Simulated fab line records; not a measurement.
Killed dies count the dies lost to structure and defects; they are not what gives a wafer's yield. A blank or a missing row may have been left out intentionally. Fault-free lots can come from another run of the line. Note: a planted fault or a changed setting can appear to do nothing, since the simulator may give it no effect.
Lot-split experiment ; flow berkeleyCmos170 ; 23 wafers read across 5 lots, on a route 331 steps long

SPLIT DETAILS
At UCB170_NWELL_CVD_04 (deposits Si3N4 from SiH2Cl2/NH3, target thk 224 nm, time 3360 s), the setting timeS was moved away from the recipe's 3360 s on 10 of the 23 wafers read, by +5.3% to +8.4%. All remaining wafers had this setting at the recipe value.

The file shows no step between the split and the reading.

THE READING
NWELL_NITRIDE_THK at UCB170_NWELL_THK_MEAS_05, in nm. Fault-free wafers of this fab line usually give 223.8 nm, standard deviation 2.3 nm.

wafer;tool, chamber at the split;timeS as run, s;against the recipe;NWELL_NITRIDE_THK, nm;against lot-mates on the recipe
L076.2;-, -;3360;recipe;221.9;-
L076.3;-, -;3360;recipe;219.9;-
L076.4;-, -;3360;recipe;221.7;-
L076.5;-, -;3360;recipe;222.0;-
L076.6;-, -;3360;recipe;221.8;-
L078.1;-, -;3641;+8.4%;241.0;no lot-mate on the recipe
L078.2;-, -;3641;+8.4%;242.3;no lot-mate on the recipe
L078.3;-, -;3641;+8.4%;242.0;no lot-mate on the recipe
L078.4;-, -;3641;+8.4%;242.1;no lot-mate on the recipe
L078.5;-, -;3641;+8.4%;241.9;no lot-mate on the recipe
L080.1;-, -;3538;+5.3%;236.8;no lot-mate on the recipe
L080.2;-, -;3538;+5.3%;238.6;no lot-mate on the recipe
L080.3;-, -;3538;+5.3%;235.7;no lot-mate on the recipe
L080.4;-, -;3538;+5.3%;238.8;no lot-mate on the recipe
L080.6;-, -;3538;+5.3%;237.4;no lot-mate on the recipe
L081.2;lpcvd-02, 1;3360;recipe;227.1;-
L081.3;lpcvd-02, 1;3360;recipe;225.8;-
L081.4;lpcvd-02, 1;3360;recipe;228.1;-
L085.2;-, -;3360;recipe;224.4;-
L085.3;-, -;3360;recipe;222.5;-
L085.4;-, -;3360;recipe;222.1;-
L085.5;-, -;3360;recipe;224.6;-
L085.6;-, -;3360;recipe;223.4;-

THE FIT
A straight line over all 23 wafers: NWELL_NITRIDE_THK changes by +2.29 nm for each +1% of timeS; r = +0.97; the points scatter about the line by 2.1 nm.
Too few moved wafers have a lot-mate on the recipe to fit a line with each lot's own level taken away.

THE WHOLE CHAIN: every reading that the file lists as answering this split, in the file's order
step;what it does;reading;change (the file's fit);r (the file's)
UCB170_NWELL_CVD_04;deposits Si3N4 from SiH2Cl2/NH3, target thk 224 nm, time 3360 s;Si3N4_of_NWELL_CVD_04.thkNm (the simulator's own value, which no gauge read);+2.3 nm for each +1% of the setting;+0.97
UCB170_NWELL_THK_MEAS_05;;NWELL_NITRIDE_THK;+2.29 for each +1% of the setting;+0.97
UCB170_NWELL_ETCH_13;etches Si3N4 in CH3F/Ar/O2, stops on SiO2, target depth 246.4 nm, time 154 s;etch.depthNm (the simulator's own value, which no gauge read);+2.29 nm for each +1% of the setting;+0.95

FILE'S OWN FIT
NWELL_NITRIDE_THK changes by +2.29 nm for each +1% of timeS, r = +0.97.
